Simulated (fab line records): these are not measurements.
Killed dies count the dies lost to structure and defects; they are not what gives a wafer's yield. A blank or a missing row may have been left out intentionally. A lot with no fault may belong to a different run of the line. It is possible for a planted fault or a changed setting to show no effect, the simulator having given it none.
Comparing a struck lot with a sound one | flow berkeley_cmos170 | 15 out of 331 route steps
Sound: these wafers, L504.1, L504.4, L504.5. Wafers L496.1, L496.2, L496.6 were the ones struck. The cause comes at the end.
Per side, at each step with rows, come the tool, then ch with its chambers, and then its first start. Under that, the readings that differ: sound wafers | struck wafers | difference of the means | sigmas: that difference in standard deviations of wafers without a fault.
alike: a reading whose means differ by less than 2 such deviations, as well as words and numbers matching on both sides. not compared: withheld readings; readings where some wafer has no value; bounds like >300 that might hide an equal value; numbers whose values overlap and for which the record gives no deviation.
The two part at a step that has a row with sigmas, a row that says differs or no value, or rows on one side only. When numbers do not overlap yet have no deviation, they are printed without sigmas and do not part them. Lack of a reading on every wafer of one side parts them only where that side has two or more wafers.

UCB170_PSD_STRIP_09: strips in O2.
  sound on plasma_asher-01 ch 1, day 11 11:04; struck on plasma_asher-03 ch 0,1, day 9 08:28
  alike: drypump_motor_current_A, oes_product_au, overash_fraction, strip_time_to_endpoint_s
  not compared: rf_hours_counter_h
UCB170_PSD_TW_MEAS_10:
  struck on film_metro-02, day 9 08:34; sound on film_metro-03, day 11 11:10
  alike: PSD_TW
then, 7 steps without rows for these wafers: UCB170_PSD_CLEAN_11 (cleans in SPM, time 600 s); UCB170_NSD_HMDS_00 (prime time 60 s); UCB170_NSD_COAT_01 (resist thk 900 nm); UCB170_NSD_SOFTBAKE_02 (time 60 s); UCB170_NSD_EXPOSE_03 (exposes mask NSELECT MOD, target cd 1200 nm); UCB170_NSD_PEB_04; UCB170_NSD_DEVELOP_05 (develop time 45 s).
UCB170_NSD_CD_MEAS_06: the cd target is 1200 nm.
  struck on cd_sem-02, day 9 09:39; sound on cd_sem-02, day 11 13:43
  alike: cd_nm
UCB170_NSD_OVL_MEAS_07:
  struck on overlay-01, day 9 09:46; sound on overlay-02, day 11 13:50
  alike: NSD_OVL
next, for these wafers, 1 step has no rows: UCB170_NSD_IMPLANT_08.
UCB170_NSD_STRIP_09: strips in O2.
  sound on plasma_asher-01 ch 0,1, day 11 14:01; struck on plasma_asher-04 ch 0,1, day 9 09:57
  reading               | sound             | struck            | difference | sigmas
  oes_product_au (a.u.) | 0.529 0.531 0.533 | 0.505 0.496 0.493 | -0.033     | -7
  overash_fraction      | 0.5 0.5 0.5       | 0.7 0.7 0.7       | +0.2       |
  alike: drypump_motor_current_A, strip_time_to_endpoint_s
  not compared: rf_hours_counter_h
UCB170_NSD_TW_MEAS_10:
  struck on film_metro-02, day 9 10:03; sound on film_metro-01, day 11 14:07
  reading | sound          | struck         | difference | sigmas
  NSD_TW  | 4136 4146 4137 | 4231 4236 4219 | +89        | +2
next, for these wafers, 1 step has no rows: UCB170_M3_PROBE_99.

== WHERE THEY PART ==
Earliest at UCB170_NSD_STRIP_09; latest, in this record, at UCB170_NSD_TW_MEAS_10.

WHY: what had been put in by the simulator
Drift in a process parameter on plasma_asher-04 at UCB170_NSD_STRIP_09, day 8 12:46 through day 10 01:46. Setting overash_fraction, moved by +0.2, from 0.5. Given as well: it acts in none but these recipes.
